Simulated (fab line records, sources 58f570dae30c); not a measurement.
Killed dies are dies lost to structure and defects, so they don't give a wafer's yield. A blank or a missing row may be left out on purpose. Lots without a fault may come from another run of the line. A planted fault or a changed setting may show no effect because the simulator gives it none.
Split-lot experiment | flow berkeley_cmos170 | 5 lots, 23 wafers read, on a route of 331 steps

THE SPLIT
At UCB170_PWELL_CVD_05 (deposits Si3N4 from SiH2Cl2/NH3, target thk 220 nm, time 3300 s), the setting sih2cl2_flow_sccm was moved away from the recipe's 25 sccm on 20 of the 23 wafers read, by -10.1% to +6.6%. The other wafers ran this setting at the recipe's value.

The reading is taken at the split's own step.

THE READING
Si3N4_of_PWELL_CVD_05.thk_nm (the simulator's own value, which no gauge read), in nm, at UCB170_PWELL_CVD_05 (deposits Si3N4 from SiH2Cl2/NH3, target thk 220 nm, time 3300 s). The file gives no usual value for it. The 3 wafers here that ran the recipe average 219.0 nm, standard deviation 0.74 nm.

wafer  | tool, chamber at the split | sih2cl2_flow_sccm as run, sccm | against the recipe | Si3N4_of_PWELL_CVD_05.thk_nm, nm | against lot-mates on the recipe
L079.1 | -, -                       | 26.28                          | +5.1%              | 226.9                            | no lot-mate on the recipe
L079.2 | -, -                       | 26.28                          | +5.1%              | 228.5                            | no lot-mate on the recipe
L079.4 | -, -                       | 26.28                          | +5.1%              | 227.9                            | no lot-mate on the recipe
L079.5 | -, -                       | 26.28                          | +5.1%              | 229.5                            | no lot-mate on the recipe
L079.6 | -, -                       | 26.28                          | +5.1%              | 229.2                            | no lot-mate on the recipe
L080.1 | -, -                       | 22.52                          | -9.9%              | 215                              | no lot-mate on the recipe
L080.2 | -, -                       | 22.52                          | -9.9%              | 213.8                            | no lot-mate on the recipe
L080.3 | -, -                       | 22.52                          | -9.9%              | 214.4                            | no lot-mate on the recipe
L080.5 | -, -                       | 22.52                          | -9.9%              | 215.4                            | no lot-mate on the recipe
L080.6 | -, -                       | 22.52                          | -9.9%              | 215.2                            | no lot-mate on the recipe
L083.1 | -, -                       | 22.47                          | -10.1%             | 212.3                            | no lot-mate on the recipe
L083.2 | -, -                       | 22.47                          | -10.1%             | 212.5                            | no lot-mate on the recipe
L083.4 | -, -                       | 22.47                          | -10.1%             | 210.1                            | no lot-mate on the recipe
L083.5 | -, -                       | 22.47                          | -10.1%             | 210.9                            | no lot-mate on the recipe
L083.6 | -, -                       | 22.47                          | -10.1%             | 212.1                            | no lot-mate on the recipe
L084.1 | -, -                       | 26.65                          | +6.6%              | 223.2                            | no lot-mate on the recipe
L084.2 | -, -                       | 26.65                          | +6.6%              | 223.9                            | no lot-mate on the recipe
L084.3 | -, -                       | 26.65                          | +6.6%              | 222.4                            | no lot-mate on the recipe
L084.4 | -, -                       | 26.65                          | +6.6%              | 221.7                            | no lot-mate on the recipe
L084.5 | -, -                       | 26.65                          | +6.6%              | 223                              | no lot-mate on the recipe
L085.1 | lpcvd-01, 1                | 25                             | recipe             | 219.9                            | -
L085.2 | lpcvd-01, 1                | 25                             | recipe             | 218.1                            | -
L085.6 | lpcvd-01, 1                | 25                             | recipe             | 218.9                            | -

THE FIT
A straight line over all 23 wafers: Si3N4_of_PWELL_CVD_05.thk_nm changes by +0.757 nm for each +1% of sih2cl2_flow_sccm; r = +0.91; the points scatter about the line by 2.8 nm.
Too few moved wafers have a lot-mate on the recipe to fit a line with each lot's own level taken away.

THE FILE'S OWN FIT
Si3N4_of_PWELL_CVD_05.thk_nm changes by +0.757 nm for each +1% of sih2cl2_flow_sccm, r = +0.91.
